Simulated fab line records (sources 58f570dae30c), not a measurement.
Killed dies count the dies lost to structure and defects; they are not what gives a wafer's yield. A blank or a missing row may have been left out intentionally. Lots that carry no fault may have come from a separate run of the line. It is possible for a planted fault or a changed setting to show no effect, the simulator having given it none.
Check of tool commonality || flow berkeleyCmos170 || 14 lots, 48 wafers sampled

== REASON FOR OPENING ==
UCB170_NLDD_TW_MEAS_11, reading NLDD_TW: flagged on 2 of 14 lots. Fault-free wafers read 2210, with a standard deviation of 16.
Rule: a lot is flagged when every wafer of it that has a number lies more than 4 standard deviations from that mean, or none has a number. The rest of the lots are taken to be sound.

{"lot": "L255", "measured": "day 7 12:02", "on": "filmMetro-03", "NLDD_TW, wafer by wafer": "2230 2216 2227", "flag": ""}
{"lot": "L256", "measured": "day 8 00:01", "on": "filmMetro-02", "NLDD_TW, wafer by wafer": "2190 2192 2185", "flag": ""}
{"lot": "L258", "measured": "day 8 15:39", "on": "filmMetro-02", "NLDD_TW, wafer by wafer": "2197 2193 2194", "flag": ""}
{"lot": "L262", "measured": "day 8 19:07", "on": "filmMetro-02", "NLDD_TW, wafer by wafer": "2196 2202 2184", "flag": ""}
{"lot": "L263", "measured": "day 8 19:23", "on": "filmMetro-02", "NLDD_TW, wafer by wafer": "2209 2202 2205", "flag": ""}
{"lot": "L264", "measured": "day 9 12:16", "on": "filmMetro-02", "NLDD_TW, wafer by wafer": "2207 2203 2200", "flag": ""}
{"lot": "L267", "measured": "day 9 19:58", "on": "filmMetro-02", "NLDD_TW, wafer by wafer": "2212 2224 2213", "flag": ""}
{"lot": "L265", "measured": "day 9 20:24", "on": "filmMetro-03", "NLDD_TW, wafer by wafer": "2235 2221 2223", "flag": ""}
{"lot": "L266", "measured": "day 9 21:06", "on": "filmMetro-02", "NLDD_TW, wafer by wafer": "2213 2216 2205", "flag": ""}
{"lot": "L272", "measured": "day 11 07:46", "on": "filmMetro-02", "NLDD_TW, wafer by wafer": "30 30 30 29 30 30", "flag": "FLAGGED"}
{"lot": "L273", "measured": "day 11 08:27", "on": "filmMetro-01", "NLDD_TW, wafer by wafer": "30 30 30 30 30 30", "flag": "FLAGGED"}
{"lot": "L274", "measured": "day 11 08:44", "on": "filmMetro-03", "NLDD_TW, wafer by wafer": "2228 2222 2220", "flag": ""}
{"lot": "L277", "measured": "day 11 20:25", "on": "filmMetro-02", "NLDD_TW, wafer by wafer": "2186 2183 2194", "flag": ""}
{"lot": "L278", "measured": "day 12 07:13", "on": "filmMetro-02", "NLDD_TW, wafer by wafer": "2214 2209 2218", "flag": ""}
On average the flagged lots read 30, which is -2180 against the usual, or -99 or more standard deviations.

== WHICH TOOL EACH LOT WENT THROUGH ==
The record holds 2 process steps before the reading, out of a route of 331 steps. Cell contents, in order: the tool; ch with the chambers the sampled wafers went through; the start.
{"lot": "L255", "flag": "", "UCB170_PLDD_STRIP_10": "plasmaAsher-04 ch 0,1, day 7 09:27", "UCB170_NLDD_STRIP_10": "plasmaAsher-02 ch 0,1, day 7 11:55"}
{"lot": "L256", "flag": "", "UCB170_PLDD_STRIP_10": "plasmaAsher-01 ch 0,1, day 7 22:17", "UCB170_NLDD_STRIP_10": "plasmaAsher-03 ch 0,1, day 7 23:55"}
{"lot": "L258", "flag": "", "UCB170_PLDD_STRIP_10": "plasmaAsher-01 ch 0,1, day 8 13:21", "UCB170_NLDD_STRIP_10": "plasmaAsher-02 ch 0,1, day 8 15:33"}
{"lot": "L262", "flag": "", "UCB170_PLDD_STRIP_10": "plasmaAsher-03 ch 0,1, day 8 16:44", "UCB170_NLDD_STRIP_10": "plasmaAsher-02 ch 0,1, day 8 19:00"}
{"lot": "L263", "flag": "", "UCB170_PLDD_STRIP_10": "plasmaAsher-03 ch 0,1, day 8 17:02", "UCB170_NLDD_STRIP_10": "plasmaAsher-01 ch 0,1, day 8 19:17"}
{"lot": "L264", "flag": "", "UCB170_PLDD_STRIP_10": "plasmaAsher-04 ch 0,1, day 9 09:37", "UCB170_NLDD_STRIP_10": "plasmaAsher-02 ch 0,1, day 9 12:10"}
{"lot": "L267", "flag": "", "UCB170_PLDD_STRIP_10": "plasmaAsher-04 ch 0, day 9 18:07", "UCB170_NLDD_STRIP_10": "plasmaAsher-02 ch 0,1, day 9 19:51"}
{"lot": "L265", "flag": "", "UCB170_PLDD_STRIP_10": "plasmaAsher-03 ch 0,1, day 9 18:25", "UCB170_NLDD_STRIP_10": "plasmaAsher-01 ch 0,1, day 9 20:18"}
{"lot": "L266", "flag": "", "UCB170_PLDD_STRIP_10": "plasmaAsher-01 ch 0,1, day 9 18:41", "UCB170_NLDD_STRIP_10": "plasmaAsher-03 ch 0,1, day 9 21:01"}
{"lot": "L272", "flag": "FLAGGED", "UCB170_PLDD_STRIP_10": "plasmaAsher-01 ch 0,1, day 11 04:28", "UCB170_NLDD_STRIP_10": "plasmaAsher-02 ch 0, day 11 07:40"}
{"lot": "L273", "flag": "FLAGGED", "UCB170_PLDD_STRIP_10": "plasmaAsher-03 ch 0,1, day 11 04:46", "UCB170_NLDD_STRIP_10": "plasmaAsher-03 ch 0,1, day 11 08:20"}
{"lot": "L274", "flag": "", "UCB170_PLDD_STRIP_10": "plasmaAsher-03 ch 0,1, day 11 05:06", "UCB170_NLDD_STRIP_10": "plasmaAsher-02 ch 0,1, day 11 08:39"}
{"lot": "L277", "flag": "", "UCB170_PLDD_STRIP_10": "plasmaAsher-03 ch 0,1, day 11 18:20", "UCB170_NLDD_STRIP_10": "plasmaAsher-01 ch 0,1, day 11 20:18"}
{"lot": "L278", "flag": "", "UCB170_PLDD_STRIP_10": "plasmaAsher-01 ch 0,1, day 12 04:48", "UCB170_NLDD_STRIP_10": "plasmaAsher-02 ch 0,1, day 12 07:07"}
What is done by these steps:
- UCB170_PLDD_STRIP_10: strips in O2.
- UCB170_NLDD_STRIP_10: strips in O2.
- UCB170_NLDD_TW_MEAS_11

== FLAGGED AGAINST TOTAL, ONE TOOL AT A TIME (gauges that did the reading follow at the end) ==
{"step": "UCB170_PLDD_STRIP_10", "tool": "plasmaAsher-01", "lots run": 5, "flagged": 1, "share of the flagged lots": "some", "sound lots run after its first flagged lot": "1 (L278)"}
{"step": "UCB170_PLDD_STRIP_10", "tool": "plasmaAsher-03", "lots run": 6, "flagged": 1, "share of the flagged lots": "some", "sound lots run after its first flagged lot": "2 (L274,L277)"}
{"step": "UCB170_PLDD_STRIP_10", "tool": "plasmaAsher-04", "lots run": 3, "flagged": 0, "share of the flagged lots": "none", "sound lots run after its first flagged lot": "-"}
{"step": "UCB170_NLDD_STRIP_10", "tool": "plasmaAsher-01", "lots run": 3, "flagged": 0, "share of the flagged lots": "none", "sound lots run after its first flagged lot": "-"}
{"step": "UCB170_NLDD_STRIP_10", "tool": "plasmaAsher-02", "lots run": 8, "flagged": 1, "share of the flagged lots": "some", "sound lots run after its first flagged lot": "2 (L274,L278)"}
{"step": "UCB170_NLDD_STRIP_10", "tool": "plasmaAsher-03", "lots run": 3, "flagged": 1, "share of the flagged lots": "some", "sound lots run after its first flagged lot": 0}
{"step": "UCB170_NLDD_TW_MEAS_11", "tool": "filmMetro-01", "lots run": 1, "flagged": 1, "share of the flagged lots": "some", "sound lots run after its first flagged lot": 0}
{"step": "UCB170_NLDD_TW_MEAS_11", "tool": "filmMetro-02", "lots run": 10, "flagged": 1, "share of the flagged lots": "some", "sound lots run after its first flagged lot": "2 (L277,L278)"}
{"step": "UCB170_NLDD_TW_MEAS_11", "tool": "filmMetro-03", "lots run": 3, "flagged": 0, "share of the flagged lots": "none", "sound lots run after its first flagged lot": "-"}

== WHAT IS ALLOWED BY THE TABLE ==
No row of the table ran every flagged lot.

== WHAT THE SIMULATOR PUT IN ==
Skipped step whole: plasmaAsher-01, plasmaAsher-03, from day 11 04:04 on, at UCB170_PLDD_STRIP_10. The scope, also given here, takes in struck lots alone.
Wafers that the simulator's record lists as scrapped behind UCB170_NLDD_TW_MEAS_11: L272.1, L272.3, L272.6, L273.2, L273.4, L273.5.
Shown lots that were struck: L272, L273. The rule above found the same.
